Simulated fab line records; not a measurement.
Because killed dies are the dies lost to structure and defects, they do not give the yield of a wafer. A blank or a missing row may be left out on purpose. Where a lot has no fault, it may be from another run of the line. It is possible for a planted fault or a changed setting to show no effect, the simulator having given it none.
Tool commonality check || flow rit-cmos || 14 lots, 42 wafers sampled

REASON IT WAS OPENED
At RIT_SDANNEAL_RS_MEAS_04 the reading PSD_RS is flagged on 2 of 14 lots. No-fault wafers: 116.0 ohm/sq, standard deviation 0.33.
Rule: a lot is flagged in two cases, either no wafer of it has a number, or all its wafers with numbers fall more than 4 standard deviations from that mean. The other lots count as sound.

{"lot": "L886", "measured": "day 3 01:28", "on": "film-metro-03", "PSD_RS (ohm/sq), wafer by wafer": "115.4 115.5 115.5", "flag": ""}
{"lot": "L887", "measured": "day 3 07:16", "on": "film-metro-04", "PSD_RS (ohm/sq), wafer by wafer": "116.1 115.8 115.5", "flag": ""}
{"lot": "L888", "measured": "day 3 11:03", "on": "film-metro-04", "PSD_RS (ohm/sq), wafer by wafer": "116.7 116.2 116.0", "flag": ""}
{"lot": "L890", "measured": "day 3 20:43", "on": "film-metro-04", "PSD_RS (ohm/sq), wafer by wafer": "116.5 116.1 116.3", "flag": ""}
{"lot": "L891", "measured": "day 4 02:57", "on": "film-metro-02", "PSD_RS (ohm/sq), wafer by wafer": "116.4 116.3 116.1", "flag": ""}
{"lot": "L892", "measured": "day 4 08:35", "on": "film-metro-04", "PSD_RS (ohm/sq), wafer by wafer": "116.0 115.8 116.2", "flag": ""}
{"lot": "L893", "measured": "day 4 12:03", "on": "film-metro-02", "PSD_RS (ohm/sq), wafer by wafer": "115.8 115.9 115.8", "flag": ""}
{"lot": "L894", "measured": "day 4 16:59", "on": "film-metro-03", "PSD_RS (ohm/sq), wafer by wafer": "115.7 115.9 115.4", "flag": ""}
{"lot": "L897", "measured": "day 5 08:14", "on": "film-metro-04", "PSD_RS (ohm/sq), wafer by wafer": "116.3 116.1 116.0", "flag": ""}
{"lot": "L898", "measured": "day 5 13:10", "on": "film-metro-03", "PSD_RS (ohm/sq), wafer by wafer": "115.3 115.8 115.8", "flag": ""}
{"lot": "L901", "measured": "day 6 04:01", "on": "film-metro-02", "PSD_RS (ohm/sq), wafer by wafer": "115.2 115.8 115.6", "flag": ""}
{"lot": "L902", "measured": "day 6 10:00", "on": "film-metro-03", "PSD_RS (ohm/sq), wafer by wafer": "127.2 127.6 127.4", "flag": "FLAGGED"}
{"lot": "L904", "measured": "day 6 20:00", "on": "film-metro-03", "PSD_RS (ohm/sq), wafer by wafer": "128.0 127.5 127.8", "flag": "FLAGGED"}
{"lot": "L909", "measured": "day 8 01:23", "on": "film-metro-03", "PSD_RS (ohm/sq), wafer by wafer": "115.4 116.1 116.0", "flag": ""}
The mean of the flagged lots' numbers is 127.6 ohm/sq, +11.6 ohm/sq from the usual (+35 standard deviations).

TOOL THAT RAN EACH LOT
The record keeps 1 process step preceding the reading, out of 202 steps on the route. Read each cell as the tool, then ch plus the chambers that the sampled wafers visited, then the start.
{"lot": "L886", "flag": "", "RIT_SDANNEAL_RTA_03": "rtp-anneal-02 ch 0, day 3 01:23"}
{"lot": "L887", "flag": "", "RIT_SDANNEAL_RTA_03": "rtp-anneal-01 ch 0, day 3 07:11"}
{"lot": "L888", "flag": "", "RIT_SDANNEAL_RTA_03": "rtp-anneal-02 ch 0, day 3 10:59"}
{"lot": "L890", "flag": "", "RIT_SDANNEAL_RTA_03": "rtp-anneal-02 ch 0, day 3 20:38"}
{"lot": "L891", "flag": "", "RIT_SDANNEAL_RTA_03": "rtp-anneal-01 ch 0, day 4 02:53"}
{"lot": "L892", "flag": "", "RIT_SDANNEAL_RTA_03": "rtp-anneal-02 ch 0, day 4 08:31"}
{"lot": "L893", "flag": "", "RIT_SDANNEAL_RTA_03": "rtp-anneal-01 ch 0, day 4 11:59"}
{"lot": "L894", "flag": "", "RIT_SDANNEAL_RTA_03": "rtp-anneal-02 ch 0, day 4 16:55"}
{"lot": "L897", "flag": "", "RIT_SDANNEAL_RTA_03": "rtp-anneal-01 ch 0, day 5 08:10"}
{"lot": "L898", "flag": "", "RIT_SDANNEAL_RTA_03": "rtp-anneal-02 ch 0, day 5 13:05"}
{"lot": "L901", "flag": "", "RIT_SDANNEAL_RTA_03": "rtp-anneal-01 ch 0, day 6 03:56"}
{"lot": "L902", "flag": "FLAGGED", "RIT_SDANNEAL_RTA_03": "rtp-anneal-02 ch 0, day 6 09:56"}
{"lot": "L904", "flag": "FLAGGED", "RIT_SDANNEAL_RTA_03": "rtp-anneal-02 ch 0, day 6 19:55"}
{"lot": "L909", "flag": "", "RIT_SDANNEAL_RTA_03": "rtp-anneal-01 ch 0, day 8 01:19"}
What is done by these steps:
- RIT_SDANNEAL_RTA_03: time 5 s.
- RIT_SDANNEAL_RS_MEAS_04: measures by four-point-probe.

FLAGGED AGAINST TOTAL, ONE TOOL AT A TIME (gauges that did the reading follow at the end)
{"step": "RIT_SDANNEAL_RTA_03", "tool": "rtp-anneal-01", "lots run": 6, "flagged": 0, "share of the flagged lots": "none", "sound lots run after its first flagged lot": "-"}
{"step": "RIT_SDANNEAL_RTA_03", "tool": "rtp-anneal-02", "lots run": 8, "flagged": 2, "share of the flagged lots": "all", "sound lots run after its first flagged lot": 0}
{"step": "RIT_SDANNEAL_RS_MEAS_04", "tool": "film-metro-02", "lots run": 3, "flagged": 0, "share of the flagged lots": "none", "sound lots run after its first flagged lot": "-"}
{"step": "RIT_SDANNEAL_RS_MEAS_04", "tool": "film-metro-03", "lots run": 6, "flagged": 2, "share of the flagged lots": "all", "sound lots run after its first flagged lot": "1 (L909)"}
{"step": "RIT_SDANNEAL_RS_MEAS_04", "tool": "film-metro-04", "lots run": 5, "flagged": 0, "share of the flagged lots": "none", "sound lots run after its first flagged lot": "-"}

WHAT THE TABLE PERMITS
Every flagged lot went through 2 rows of the table: rtp-anneal-02 at RIT_SDANNEAL_RTA_03 and film-metro-03 at RIT_SDANNEAL_RS_MEAS_04.
- rtp-anneal-02 at RIT_SDANNEAL_RTA_03: 2 of its 8 lots flagged. A fault beginning between L898 (day 5 13:05), its last sound lot, and L902 (day 6 09:56), its first flagged one, fits the data.
- film-metro-03 at RIT_SDANNEAL_RS_MEAS_04: 2 of its 6 lots flagged. Lots that were sound ran on it after the first flagged one (L909); a persistent fault on the entire tool would not allow that.
Just one tool remains: rtp-anneal-02 at RIT_SDANNEAL_RTA_03.

WHAT HAD BEEN PUT IN BY THE SIMULATOR
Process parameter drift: rtp-anneal-02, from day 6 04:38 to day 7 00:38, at RIT_SDANNEAL_RTA_03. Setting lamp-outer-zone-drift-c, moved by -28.
Shown lots that were struck: L902, L904. The same result came from the rule above.
